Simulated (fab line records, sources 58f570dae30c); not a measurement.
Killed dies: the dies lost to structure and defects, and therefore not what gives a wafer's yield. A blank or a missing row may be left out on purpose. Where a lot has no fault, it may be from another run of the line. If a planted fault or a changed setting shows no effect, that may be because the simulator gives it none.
A lot that was struck, set against a sound lot + flow berkeley_cmos170 + 20 steps out of a route of 331
Sound: the wafers L266.4, L266.5, L266.6. Wafers L274.1, L274.5, L274.6 were the ones struck. Last of all comes the cause.
Each step with rows lists, per side, the tool, then ch with its chambers, then its first start. Under that, the readings that differ: sound wafers + struck wafers + difference of the means + sigmas: that difference in standard deviations of wafers without a fault.
alike: same words and numbers on both sides, and readings whose means sit less than 2 such deviations apart. not compared: any withheld reading, any reading some wafer has no value for, any bound like >300 that may hide the same value, and any number with overlapping values for which the record gives no deviation.
A row with sigmas, a row that says differs or no value, or rows on one side alone: a step with any of these is where the two part. Numbers that have no deviation but don't overlap get no sigmas and don't part them. Lack of a reading on every wafer of one side parts them only where that side has two or more wafers.

UCB170_PVT_TW_MEAS_09:
  sound: film_metro-01 at day 8 01:17; struck: film_metro-02 at day 10 00:44
  alike: PVT_TW
then, 1 step without rows for these wafers: UCB170_GATE_WET_ETCH_00 (etches SiO2 in dHF, time 200 s).
UCB170_FIELD_THK_MEAS_91:
  sound: film_metro-04 at day 8 01:25; struck: film_metro-01 at day 10 00:52
  alike: FIELD_OXIDE_LEFT_2_THK
then, 1 step without rows for these wafers: UCB170_GATE_OXIDATION_01 (target thk 6.6 nm, ox time 1800 s).
UCB170_GATE_THK_MEAS_02:
  sound: film_metro-02 at day 8 07:13; struck: film_metro-03 at day 10 06:25
  alike: GATE_OXIDE_THK
then, 2 steps without rows for these wafers: UCB170_GATE_ANNEAL_03 (time 1800 s); UCB170_GATE_CVD_04 (deposits poly-Si from SiH4, time 1440 s, target thk 214 nm).
UCB170_GATE_THK_MEAS_05:
  sound: film_metro-03 at day 8 15:13; struck: film_metro-03 at day 10 15:49
  alike: GATE_POLY_THK
then, 4 steps without rows for these wafers: UCB170_GATE_COAT_06; UCB170_GATE_COAT_07 (resist thk 900 nm); UCB170_GATE_SOFTBAKE_08 (time 60 s); UCB170_GATE_EXPOSE_09 (exposes mask POLY, target cd 350 nm).
UCB170_GATE_PEB_10:
  sound on litho_track-02 ch 0, day 8 16:45; struck on litho_track-01 ch 0, day 10 16:36
  alike: heater_power_total_W
then, 1 step without rows for these wafers: UCB170_GATE_DEVELOP_11 (develop time 45 s).
UCB170_GATE_CD_MEAS_12 targets a cd of 350 nm.
  sound: cd_sem-01 at day 8 17:01; struck: cd_sem-02 at day 10 16:53
| reading    | sound             | struck            | difference | sigmas |
|------------|-------------------|-------------------|------------|--------|
| cd_nm (nm) | 350.2 350.8 350.1 | 344.0 344.1 345.4 | -5.9       | -5     |
UCB170_GATE_OVL_MEAS_13:
  sound: overlay-02 at day 8 17:05; struck: overlay-02 at day 10 17:00
  alike: GATE_OVL
UCB170_GATE_ETCH_14: etches BARC in N2/H2.
  sound on rie_diel-03 ch 1,2,3, day 8 17:07; struck on rie_diel-02 ch 0,1,2, day 10 17:02
  alike: drypump_motor_current_A, oes_product_au, rf_fwd_power_W, throttle_valve_pct
UCB170_GATE_ETCH_15: etches poly-Si in HBr/Cl2, stops on SiO2, time 56.3 s, target depth 278.2 nm.
  sound on rie_si-02 ch 1,2,3, day 8 17:09; struck on rie_si-02 ch 0,1,2, day 10 17:04
| reading               | sound             | struck            | difference | sigmas |
|-----------------------|-------------------|-------------------|------------|--------|
| model.GATE.cd_nm (nm) | 351.8 351.8 350.7 | 343.5 344.5 345.6 | -6.9       |        |
  alike: drypump_motor_current_A, oes_product_au, rf_fwd_power_W, throttle_valve_pct
  not compared: rf_hours_counter_h
UCB170_GATE_STRIP_16: strips in O2.
  sound on plasma_asher-01 ch 0,1, day 8 17:14; struck on plasma_asher-02 ch 0,1, day 10 17:07
  alike: drypump_motor_current_A, oes_product_au
  not compared: rf_hours_counter_h
after that, 1 step had no rows for these wafers: UCB170_M3_PROBE_99.

== WHERE THEY PART ==
At UCB170_GATE_CD_MEAS_12 and nowhere else, as far as this record goes. Later steps at which nothing parts them and some readings are alike: UCB170_GATE_OVL_MEAS_13, UCB170_GATE_ETCH_14, UCB170_GATE_ETCH_15, UCB170_GATE_STRIP_16.

WHY: the cause the simulator had injected
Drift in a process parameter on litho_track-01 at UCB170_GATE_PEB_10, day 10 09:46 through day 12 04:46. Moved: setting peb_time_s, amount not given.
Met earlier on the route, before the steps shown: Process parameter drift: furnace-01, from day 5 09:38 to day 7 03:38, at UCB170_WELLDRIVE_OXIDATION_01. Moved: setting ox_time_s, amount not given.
